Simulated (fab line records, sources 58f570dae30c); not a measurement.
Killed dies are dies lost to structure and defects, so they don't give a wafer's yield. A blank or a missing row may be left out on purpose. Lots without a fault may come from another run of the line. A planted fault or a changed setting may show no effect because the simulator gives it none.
Which tool did it? | flow berkeley_cmos170 | 7 lots, 21 wafers sampled, at 4 steps of a route of 331

WHAT THE GAUGES READ, wafer by wafer
UCB170_M2_OVL_MEAS_16.
lot  | measured     | on         | M2_OVL (nm)
L495 | day 9 09:16  | overlay-01 | -9 2 0
L499 | day 10 14:55 | overlay-02 | 1 3 5
L500 | day 11 07:27 | overlay-02 | 2 7 10
L503 | day 11 08:31 | overlay-01 | 3 -5 5
L507 | day 12 03:26 | overlay-01 | -2 2 3
L511 | day 13 03:05 | overlay-02 | 2 -2 2

WHICH TOOL RAN EACH LOT (tool, then ch and the chambers of the sampled wafers, then the start)
lot  | UCB170_CONTACT_STRIP_06              | UCB170_CONTACT_ETCH_17             | UCB170_V1_STRIP_15
L495 | plasma_asher-02 ch 0,1, day 8 21:52  | rie_diel-01 ch 0,1,2, day 8 23:20  | plasma_asher-01 ch 0,1, day 9 05:50
L499 | plasma_asher-02 ch 0,1, day 10 04:58 | rie_diel-01 ch 0,1, day 10 06:32   | plasma_asher-03 ch 0,1, day 10 12:34
L500 | plasma_asher-02 ch 0,1, day 10 15:16 | rie_diel-04 ch 0,1,3, day 10 16:53 | plasma_asher-02 ch 0,1, day 11 04:41
L503 | plasma_asher-03 ch 0, day 10 20:53   | rie_diel-04 ch 1,2, day 10 22:50   | plasma_asher-03 ch 0,1, day 11 05:50
L507 | plasma_asher-03 ch 0,1, day 11 14:02 | rie_diel-04 ch 0,1,3, day 11 15:48 | plasma_asher-03 ch 0,1, day 11 23:38
L508 | plasma_asher-02 ch 0,1, day 12 07:49 | rie_diel-03 ch 1,3, day 12 09:23   | plasma_asher-03 ch 0,1, day 12 15:59
L511 | plasma_asher-04 ch 1, day 12 15:35   | rie_diel-04 ch 1,2,3, day 12 17:04 | plasma_asher-02 ch 0,1, day 13 00:41
- UCB170_CONTACT_STRIP_06: strips in O2.
- UCB170_CONTACT_ETCH_17: etches BARC in N2/H2.
- UCB170_V1_STRIP_15: strips in O2.

THE ANSWER, worked out from the rows above alone
Rule: what is usual is taken from the lots themselves. Put in order of their means at a reading, lots are off if they are a third of the lots or fewer, leave a main group of 4 or more, and stand apart from it by a gap of 3 or more times the standard deviation of the main group's means; of several such gaps the widest counts. A main group whose means are all the same, to the digits that the tables above print for the reading, isn't used. A lot without any number at a reading at which 4 lots or more have one is off too. The other lots that the step has rows for count as sound.
No lot is off at any reading shown: from this, nothing can be told.

WHAT THE SIMULATOR HAD PUT IN
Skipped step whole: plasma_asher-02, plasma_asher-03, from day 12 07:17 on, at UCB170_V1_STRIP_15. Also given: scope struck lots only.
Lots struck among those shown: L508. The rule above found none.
